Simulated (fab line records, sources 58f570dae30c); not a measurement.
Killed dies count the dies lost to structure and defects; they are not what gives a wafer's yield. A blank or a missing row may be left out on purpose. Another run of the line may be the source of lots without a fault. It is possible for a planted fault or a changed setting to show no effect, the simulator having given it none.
Problem report, 8D (eight disciplines) form, completed by code / flow berkeley-cmos170 / the parts of the form that need people (team, actions taken, sign-off) are left out

== 1. WHAT IS WRONG ==
Across 6 wafers from 2 lots, V2_POLISHED_THK at UCB170_V2_THK_MEAS_04 averages 1076.0 nm, while fault-free wafers read 1000.5 nm with a standard deviation of 1.1. Relative to the usual mean, that is a shift of +69 standard deviations.
First seen on wafer L875.2, day 10 02:24, on film-metro-04. At this step, 42 wafers from 14 lots have a number in the record. By rule, "out" or "out of limits" means more than 4 standard deviations away from the usual mean. All remaining wafers that have a number are taken as sound.

== 2. WHAT IT IS, AND WHAT IT ISN'T ==
question=which readings at this step | is=V2_POLISHED_THK | is not=-
question=which lots | is=L875, L877 | is not=L867, L868, L873, L874, L878, L881, L882, L883, L885, L888, L889, L890
question=which wafers of those lots | is=all that have a number | is not=-
question=read on which gauges | is=film-metro-01, film-metro-04 | is not=film-metro-02
question=when | is=from day 10 02:24 | is not=up to then (12 sound wafers); but 24 sound wafers of L878, L881, L882, L883, L885, L888, L889, L890 came after

== 3. SUSPECTS, AND WHAT RULES EACH OUT ==
Counting: any tool at a process step up to the reading is kept as a suspect provided that every lot that is out went through it and no sound lot did after the first of them.
- the gauge at UCB170_V2_THK_MEAS_04: ruled out. The wafers that are out were read on 2 gauges (film-metro-01, film-metro-04).
- cmp-02 at UCB170_V2_CMP_02 (polishes SiO2): ruled out as a lasting fault. Sound lots L885, L890 ran on it after its first lot that is out, L875 (day 10 02:04).
Left after counting: nothing in the record.

== 4. THE CAUSE (what the simulator had put in) ==
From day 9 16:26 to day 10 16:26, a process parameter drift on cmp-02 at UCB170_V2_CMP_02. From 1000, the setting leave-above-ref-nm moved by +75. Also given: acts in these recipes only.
Counting ruled it out, wrongly: the rule takes a fault to strike every lot that its tool runs from its start on, and this one did not.

== 5. THE EFFECT CHAIN, in route order ==
Each row: a reading whose mean over the struck wafers that have a number lies more than 3 standard deviations from the usual. Scope: only readings with a usual standard deviation given in the record; hours: median across lots of the time from each lot's start at the first step in this table that gives one to its start at this step; sigmas: change in usual standard deviations.
hours=0; step=UCB170_V2_THK_MEAS_04; reading=V2_POLISHED_THK; usual=1000.5 nm; on struck wafers=1076.0; change=+75.5; sigmas=+69
Later steps that measure or inspect, where all struck wafers having a row at the step show a number for every such reading and not one has moved that far: UCB170_M3_THK_MEAS_03.

== 6. HOW IT WOULD HAVE BEEN CAUGHT EARLIER ==
10 hours passed between the start of the fault at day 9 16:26 and the first reading out of limits at a measuring or inspecting step in this record, taken at day 10 02:24.
Of the tool readings at UCB170_V2_CMP_02 for which the record gives a usual standard deviation, none was out on any struck wafer, so an alarm limit of 4 standard deviations on them would not have fired.
